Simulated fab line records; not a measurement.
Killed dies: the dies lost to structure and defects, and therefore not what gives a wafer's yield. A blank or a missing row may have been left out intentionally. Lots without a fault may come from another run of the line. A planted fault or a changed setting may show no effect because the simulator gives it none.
Split-lot study | flow berkeleyCmos170 | 23 wafers read from 5 lots, route of 331 steps

## ON THE SPLIT
At UCB170_M3_COAT_05 (resist thk 900 nm), the setting resistThkNm was moved away from the recipe's 900 nm on 6 of the 23 wafers read, by -3.7% to +5.2%. For the rest of the wafers, this setting stayed at what the recipe calls for.

The reading comes from the split's own step.

## THE READING
KrF_of_M3_COAT_05.thkNm (the simulator's own value, which no gauge read), in nm, at UCB170_M3_COAT_05 (resist thk 900 nm). There is no usual value for it anywhere in the file. The 17 wafers here that ran the recipe average 901.3 nm, standard deviation 2.9 nm.

wafer  | tool, chamber at the split | resistThkNm as run, nm | against the recipe | KrF_of_M3_COAT_05.thkNm, nm | against lot-mates on the recipe
L075.1 | lithoTrack-02, 0           | 900                    | recipe             | 903.8                       | -
L075.2 | lithoTrack-02, 0           | 900                    | recipe             | 904.2                       | -
L075.3 | lithoTrack-02, 0           | 900                    | recipe             | 901.8                       | -
L075.5 | lithoTrack-02, 0           | 900                    | recipe             | 903.3                       | -
L075.6 | lithoTrack-02, 0           | 900                    | recipe             | 906.1                       | -
L079.1 | lithoTrack-02, 0           | 900                    | recipe             | 900.7                       | -
L079.2 | lithoTrack-02, 0           | 900                    | recipe             | 900.4                       | -
L079.3 | lithoTrack-02, 0           | 900                    | recipe             | 894.8                       | -
L079.5 | lithoTrack-02, 0           | 900                    | recipe             | 898.7                       | -
L079.6 | lithoTrack-02, 0           | 900                    | recipe             | 899.4                       | -
L080.1 | lithoTrack-02, 0           | 866.8                  | -3.7%              | 871.8                       | -32.6
L080.3 | lithoTrack-02, 0           | 900                    | recipe             | 903.9                       | -
L080.4 | lithoTrack-02, 0           | 900                    | recipe             | 904.9                       | -
L080.5 | lithoTrack-02, 0           | 866.8                  | -3.7%              | 869.5                       | -34.9
L080.6 | lithoTrack-02, 0           | 866.8                  | -3.7%              | 869.2                       | -35.2
L082.2 | lithoTrack-02, 0           | 900                    | recipe             | 901.5                       | -
L082.3 | lithoTrack-02, 0           | 900                    | recipe             | 901.2                       | -
L082.6 | lithoTrack-02, 0           | 900                    | recipe             | 900.8                       | -
L085.1 | lithoTrack-02, 0           | 946.8                  | +5.2%              | 945.3                       | +47.4
L085.2 | lithoTrack-02, 0           | 900                    | recipe             | 899.2                       | -
L085.3 | lithoTrack-02, 0           | 946.8                  | +5.2%              | 946.5                       | +48.6
L085.4 | lithoTrack-02, 0           | 900                    | recipe             | 896.6                       | -
L085.5 | lithoTrack-02, 0           | 946.8                  | +5.2%              | 948.7                       | +50.8

THE FIT
A straight line over all 23 wafers: KrF_of_M3_COAT_05.thkNm changes by +8.65 nm for each +1% of resistThkNm; r = +0.99; the points scatter about the line by 2.7 nm.
The same after taking each lot's own level away (the mean of its wafers on the recipe; 23 wafers): +9.36 nm for each +1%; r = +1.00; scatter 1.5 nm.
Per that fit: largest resistThkNm move, reading shift of 49 nm.
The lots' own levels span 897.90 to 904.40 nm, that is 2.2 times the standard deviation above.
Hence the lot-to-lot level has little effect on the slope; both slopes agree.
Check: with one of the wafers moved furthest among these (+5.2%) left out of the fit, the line predicts +49.2 nm for it against its lot-mates. It came out at +47.4 nm against them.

## THE WHOLE CHAIN: every reading that the file lists as answering this split, in the file's order
step               | what it does      | reading                                                                  | change (the file's fit)              | r (the file's)
UCB170_M3_COAT_05  | resist thk 900 nm | KrF_of_M3_COAT_05.thkNm (the simulator's own value, which no gauge read) | +9.36 nm for each +1% of the setting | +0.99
UCB170_M3_STRIP_07 | strips in O2      | stripTimeToEndpointS                                                     | withheld for each +1% of the setting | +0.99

## THE FILE'S OWN FIT
KrF_of_M3_COAT_05.thkNm changes by +9.36 nm for each +1% of resistThkNm, r = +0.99.
